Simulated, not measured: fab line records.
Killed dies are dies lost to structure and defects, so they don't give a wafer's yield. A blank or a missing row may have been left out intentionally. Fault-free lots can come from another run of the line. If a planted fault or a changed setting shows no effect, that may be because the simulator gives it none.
fab line records | flow ritCmos
[record] lots = 6 | wafers = 18 | lastDay = 7
route steps=202 shown NLDD@105 PLDD@114
lots that met no fault: from a run of the same line without faults
startH: hours from the record's first day to the start of the lot's first wafer shown | waitH: hours elapsed since this lot's preceding step | " as in the row above | L1.1+2: several wafers, shown together as one row | - no value present, or no start provided | * or withheld: withheld | < > ~ a bound
route shown NAME@n: NAME is a module with steps in the file, n the number in the route of the first one | usual: mean/standard deviation taken from wafers without a fault | same: alike in all rows | chamber/n: place in a boat | sites: the reading at each site | _std_site: the values' standard deviation | _edge_site: the outer-site mean with the inner-site mean subtracted | radiusMm: how far each site lies from the wafer's centre | mask NAME#n: copy n | behind: tool/chamber where the wafer was last shaped | hold: reason for holding the lot/hours on hold/outcome of the hold | device: the n, p or np transistor that did not switch | end of line: the same wafers' tests at the end of the route | a step given without rows: its recipe and nothing more | killed: the dies lost at the first sort to structure and to defects; this is not the yield of the wafer | map: a wafer's dies, marking killed ones x, the rest . and places with no die _
set.NAME: the setting as run; set.NAME@STEP: as run at that earlier step | model.NAME: the simulator's own value behind a step, which no gauge read
lots at some steps of the route; a table a step, a row a wafer
services: the hour from which a tool's chamber was out of use, counted from the record's first day as startH (under 0 if before that day), plus the number of hours and why
[[steps]]
[step RIT_NLDD_SOFTBAKE_02]
[recipe] resist = NOVOLAK | tempC = 90 | timeS = 60
[step RIT_NLDD_EXPOSE_03]
[recipe] maskId = M7 | na = 0.57 | targetCdNm = 40700 | doseMj = 250
[step RIT_NLDD_PEB_04]
[recipe] resist = NOVOLAK | tempC = withheld | timeS = withheld
[step RIT_NLDD_DEVELOP_05]
[recipe] resist = NOVOLAK | developTimeS = 50 | devTempC = 23
[step RIT_NLDD_OVL_MEAS_06]
[usual] NLDD_OVL = -0.2/1.5
lot.wafer | tool       | chamber | startH | waitH | NLDD_OVL[nm]
L573.4    | overlay-02 | -       | 62.37  | -     | -0.4
L573.5    | "          | -       | "      | "     | 0.1
L573.6    | "          | -       | "      | "     | 0.3
L577.1    | overlay-01 | -       | 86.98  | -     | -1.4
L577.2    | "          | -       | "      | "     | -1.5
L577.5    | "          | -       | "      | "     | -0.7
L578.2    | overlay-01 | -       | 90.85  | -     | 2.6
L578.4    | "          | -       | "      | "     | 1.4
L578.6    | "          | -       | "      | "     | 0.8
L585.2    | overlay-01 | -       | 126.26 | -     | 1.2
L585.4    | "          | -       | "      | "     | 2.3
L585.6    | "          | -       | "      | "     | 3.3
L586.1    | overlay-02 | -       | 133.36 | -     | -1.9
L586.3    | "          | -       | "      | "     | -0.1
L586.5    | "          | -       | "      | "     | -1.2
L592.1    | overlay-02 | -       | 156.26 | -     | -1.0
L592.3    | "          | -       | "      | "     | -2.8
L592.4    | "          | -       | "      | "     | -2.1
[step RIT_NLDD_HARDBAKE_07]
[recipe] resist = NOVOLAK | tempC = 140 | timeS = 60
[step RIT_NLDD_IMPLANT_08]
[recipe] species = P | energyKev = 20 | doseCm2 = 5e+14 | tiltDeg = 7
[step RIT_NLDD_STRIP_09]
[recipe] chemistry = O2 | timeS = 180 | resist = NOVOLAK | platenTempC = withheld | powerW = 500 | pressureMtorr = 4000 | o2FlowSccm = 4000
[usual] drypumpMotorCurrentA = 5.8/0.35 | o2FlowSccm = 4000/11
lot.wafer | tool           | chamber | startH | waitH | drypumpMotorCurrentA | o2FlowSccm | rfHoursCounterH
L573.4    | plasmaAsher-01 | 0       | 62.75  | 0.1   | 5.6                  | 4017       | -
L573.5    | "              | 1       | "      | "     | 5.9                  | 3997       | -
L573.6    | "              | 0       | "      | "     | 5.6                  | 4013       | -
L577.1    | plasmaAsher-01 | 0       | 87.31  | 0.1   | 5.6                  | 4009       | 44
L577.2    | "              | 1       | "      | "     | 5.9                  | 3986       | 44
L577.5    | "              | 0       | "      | "     | 5.6                  | 3999       | -
L578.2    | plasmaAsher-03 | 0       | 91.18  | 0.1   | 5.1                  | 3992       | 46
L578.4    | "              | 1       | "      | "     | 6.1                  | 4008       | -
L578.6    | "              | 0       | "      | "     | 5.1                  | 3990       | -
L585.2    | plasmaAsher-01 | 1       | 126.59 | 0.1   | 5.9                  | 4000       | 48
L585.4    | "              | 0       | "      | "     | 5.6                  | 4006       | -
L585.6    | "              | 0       | "      | "     | 5.6                  | 3986       | -
L586.1    | plasmaAsher-04 | 0       | 133.71 | 0.1   | 5.9                  | 3978       | 1
L586.3    | "              | 0       | "      | "     | 5.9                  | 3991       | -
L586.5    | "              | 0       | "      | "     | 5.9                  | 3977       | -
L592.1    | plasmaAsher-04 | 1       | 156.59 | 0.1   | 6.3                  | 3989       | 4
L592.3    | "              | 0       | "      | "     | 5.9                  | 4003       | -
L592.4    | "              | 1       | "      | "     | 6.3                  | 4004       | -
[step RIT_NLDD_TW_MEAS_10]
[usual] NLDD_TW = 2503/18
lot.wafer | tool         | chamber | startH | waitH | NLDD_TW
L573.4    | filmMetro-03 | -       | 62.90  | 0.1   | 2481
L573.5    | "            | -       | "      | "     | 2483
L573.6    | "            | -       | "      | "     | 2492
L577.1    | filmMetro-04 | -       | 87.49  | 0.1   | 2523
L577.2    | "            | -       | "      | "     | 2524
L577.5    | "            | -       | "      | "     | 2519
L578.2    | filmMetro-03 | -       | 91.36  | 0.1   | 2512
L578.4    | "            | -       | "      | "     | 2506
L578.6    | "            | -       | "      | "     | 2493
L585.2    | filmMetro-01 | -       | 126.77 | 0.1   | 2498
L585.4    | "            | -       | "      | "     | 2510
L585.6    | "            | -       | "      | "     | 2505
L586.1    | filmMetro-04 | -       | 133.89 | 0.1   | 2513
L586.3    | "            | -       | "      | "     | 2511
L586.5    | "            | -       | "      | "     | 2522
L592.1    | filmMetro-03 | -       | 156.77 | 0.1   | 2482
L592.3    | "            | -       | "      | "     | 2468
L592.4    | "            | -       | "      | "     | 2492
[step RIT_PLDD_HMDS_00]
[recipe] primeTimeS = 60 | primeTempC = 140
[step RIT_PLDD_COAT_01]
[recipe] resist = NOVOLAK | spinRpm = 3250 | resistThkNm = 1000
[step RIT_PLDD_SOFTBAKE_02]
[recipe] resist = NOVOLAK | tempC = 90 | timeS = 60
[step RIT_PLDD_EXPOSE_03]
[recipe] maskId = M8 | na = 0.57 | targetCdNm = 40900 | doseMj = 250
[usual] exposureDoseMJCm2 = 249.97/0.25 | focusOffsetNm = -0.1/0.56 | reticleTempC = 23.00/0.12 | stageVelMmS = 500.00/0.25
lot.wafer | tool            | chamber | startH | waitH | mask | exposureDoseMJCm2 | focusOffsetNm | reticleTempC | stageVelMmS
L573.4    | ilineStepper-01 | 0       | 63.56  | 0.2   | M8#0 | 249.92            | 0.5           | 22.91        | 500.10
L573.5    | "               | 0       | "      | "     | M8#0 | 249.79            | -0.2          | 23.07        | 500.07
L573.6    | "               | 0       | "      | "     | M8#0 | 250.15            | -0.1          | 23.03        | 500.17
L577.1    | ilineStepper-01 | -       | 88.12  | 0.2   | M8#0 | -                 | -             | -            | -
L577.2    | "               | -       | "      | "     | M8#0 | -                 | -             | -            | -
L577.5    | "               | -       | "      | "     | M8#0 | -                 | -             | -            | -
L578.2    | ilineStepper-01 | -       | 91.88  | 0.1   | M8#0 | -                 | -             | -            | -
L578.4    | "               | -       | "      | "     | M8#0 | -                 | -             | -            | -
L578.6    | "               | -       | "      | "     | M8#0 | -                 | -             | -            | -
L585.2    | ilineStepper-02 | 0       | 127.42 | 0.2   | M8#0 | 249.81            | 0.6           | 23.20        | 500.31
L585.4    | "               | 0       | "      | "     | M8#0 | 249.72            | 0.3           | 23.18        | 500.25
L585.6    | "               | 0       | "      | "     | M8#0 | 249.69            | -0.1          | 23.01        | 500.14
L586.1    | ilineStepper-02 | 0       | 134.40 | 0.1   | M8#0 | 249.96            | -0.2          | 23.07        | 500.14
L586.3    | "               | 0       | "      | "     | M8#0 | 249.96            | -0.1          | 22.98        | 499.72
L586.5    | "               | 0       | "      | "     | M8#0 | 249.88            | -0.9          | 23.14        | 499.37
L592.1    | ilineStepper-02 | 0       | 157.40 | 0.2   | M8#0 | 249.61            | -1.5          | 23.11        | 500.46
L592.3    | "               | 0       | "      | "     | M8#0 | 249.66            | -1.1          | 23.11        | 500.07
L592.4    | "               | 0       | "      | "     | M8#0 | 250.02            | 0.0           | 23.13        | 500.12
[step RIT_PLDD_PEB_04]
[recipe] resist = NOVOLAK | tempC = withheld | timeS = withheld
[[services]]
tool            | chamber | startH | hours | kind
plasmaAsher-04  | -       | 71.89  | 1.8   | repair
plasmaAsher-03  | -       | 86.78  | 4.0   | pm
ilineStepper-01 | -       | 96.99  | 1.7   | pm
plasmaAsher-04  | -       | 108.75 | 9.0   | pm
plasmaAsher-04  | 0       | 108.75 | 9.0   | ventCycle
plasmaAsher-04  | 1       | 108.75 | 9.0   | ventCycle
plasmaAsher-04  | 0       | 117.75 | -     | clean
plasmaAsher-04  | 1       | 117.75 | -     | clean
plasmaAsher-04  | -       | 126.51 | 5.2   | repair
[[key]]
[firstSign] step = RIT_PLDD_EXPOSE_03 | reading = toolRecord | direction = missing
effect none on later readings
metAt RIT_PLDD_EXPOSE_03
struckWafers L577.1,L577.2,L577.5,L578.2,L578.4,L578.6
sortLeftOut L577.1,L577.2,L577.5,L578.2,L578.4,L578.6
testerLeftOut L577,L578
onsetBetween 63.56 88.12
[fault] kind = skippedStepWhole | tool = ilineStepper-01 | chamber = - | onsetH = 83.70 | steps = RIT_PLDD_EXPOSE_03 | scope = struckLotsOnly
// testerLeftOut: of these lots the tester's yield and bins aren't shown, on N5 and GAA mostly nor the transistor test; their killed dies are dies lost to structure and defects alone, not to doping, threshold or leakage, so they don't give the yield
// sortLeftOut: the simulated sort isn't trusted on such a fault, so these wafers' sort isn't shown, and their yield isn't known
